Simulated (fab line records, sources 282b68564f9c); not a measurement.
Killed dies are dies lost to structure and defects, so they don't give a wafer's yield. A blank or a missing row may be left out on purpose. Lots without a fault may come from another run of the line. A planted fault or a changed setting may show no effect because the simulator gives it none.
A struck lot beside a sound one | flow rit_cmos | 15 steps out of a route of 202
Sound: wafers L216.1, L216.5, L216.6. Struck: wafers L221.1, L221.2, L221.3. The cause comes at the end.
At each step with rows: each side's tool, then ch and its chambers, then its first start. Under that, the readings that differ: sound wafers | struck wafers | difference of the means | sigmas: that difference in standard deviations of wafers without a fault.
alike: readings whose means differ by less than 2 such deviations, and words and numbers that are the same on both sides. not compared: withheld readings, readings that some wafer has no value for, bounds like >300 that may hide the same value, and numbers for which the record gives no deviation and whose values overlap.
The two part at a step that has a row with sigmas, a row that says differs or no value, or rows on one side only. Numbers that don't overlap but have no deviation are shown without sigmas and don't part them. A reading that every wafer of one side lacks parts them only if that side has two wafers or more.

first, 4 steps without rows for these wafers: RIT_PSD_SOFTBAKE_02 (time 60 s); RIT_PSD_EXPOSE_03 (exposes mask M10, target cd 40900 nm); RIT_PSD_PEB_04; RIT_PSD_DEVELOP_05 (develop time 50 s).
RIT_PSD_OVL_MEAS_06:
  sound on overlay-01, day 6 12:48; struck on overlay-02, day 7 09:31
  alike: PSD_OVL
then, 2 steps without rows for these wafers: RIT_PSD_HARDBAKE_07 (time 60 s); RIT_PSD_IMPLANT_08.
RIT_PSD_STRIP_09: strips in O2, time 180 s.
  sound on plasma_asher-04 ch 0,1, day 6 13:08; struck on plasma_asher-02 ch 0,1, day 7 09:50
  alike: drypump_motor_current_A
  not compared: rf_hours_counter_h
RIT_PSD_TW_MEAS_10:
  sound on film_metro-02, day 6 13:19; struck on film_metro-01, day 7 10:01
  alike: PSD_TW
then, 3 steps without rows for these wafers: RIT_SDANNEAL_CLEAN_00 (cleans in SC1, time 600 s); RIT_SDANNEAL_CLEAN_01 (cleans in dHF, time 30 s); RIT_SDANNEAL_CLEAN_02 (cleans in SC2, time 600 s).
RIT_SDANNEAL_RTA_03: time 5 s.
  sound on rtp_anneal-01 ch 0, day 6 13:44; struck on rtp_anneal-02 ch 0, day 7 10:27
  reading          | sound                | struck               | difference | sigmas
  wafer_temp_C_max | 1052.2 1052.8 1053.3 | 1012.7 1013.9 1014.5 | -39.1      | -36
RIT_SDANNEAL_RS_MEAS_04: measures by four-point-probe.
  sound on film_metro-01, day 6 13:48; struck on film_metro-02, day 7 10:52
  reading         | sound                | struck               | difference | sigmas
  PSD_RS (ohm/sq) | 116.62 116.18 116.50 | 144.05 144.46 144.57 | +27.93     | +96
  not compared: hold
RIT_M1_PROBE_99:
  the record has rows for the sound wafers here (prober-01, day 6 21:11) and none for the struck ones

WHERE THEY PART
First at RIT_SDANNEAL_RTA_03; last, within this record, at RIT_M1_PROBE_99.

WHY: what the simulator had put in
Process parameter drift: rtp_anneal-02, from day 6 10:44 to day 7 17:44, at RIT_SDANNEAL_RTA_03. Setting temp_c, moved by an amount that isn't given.
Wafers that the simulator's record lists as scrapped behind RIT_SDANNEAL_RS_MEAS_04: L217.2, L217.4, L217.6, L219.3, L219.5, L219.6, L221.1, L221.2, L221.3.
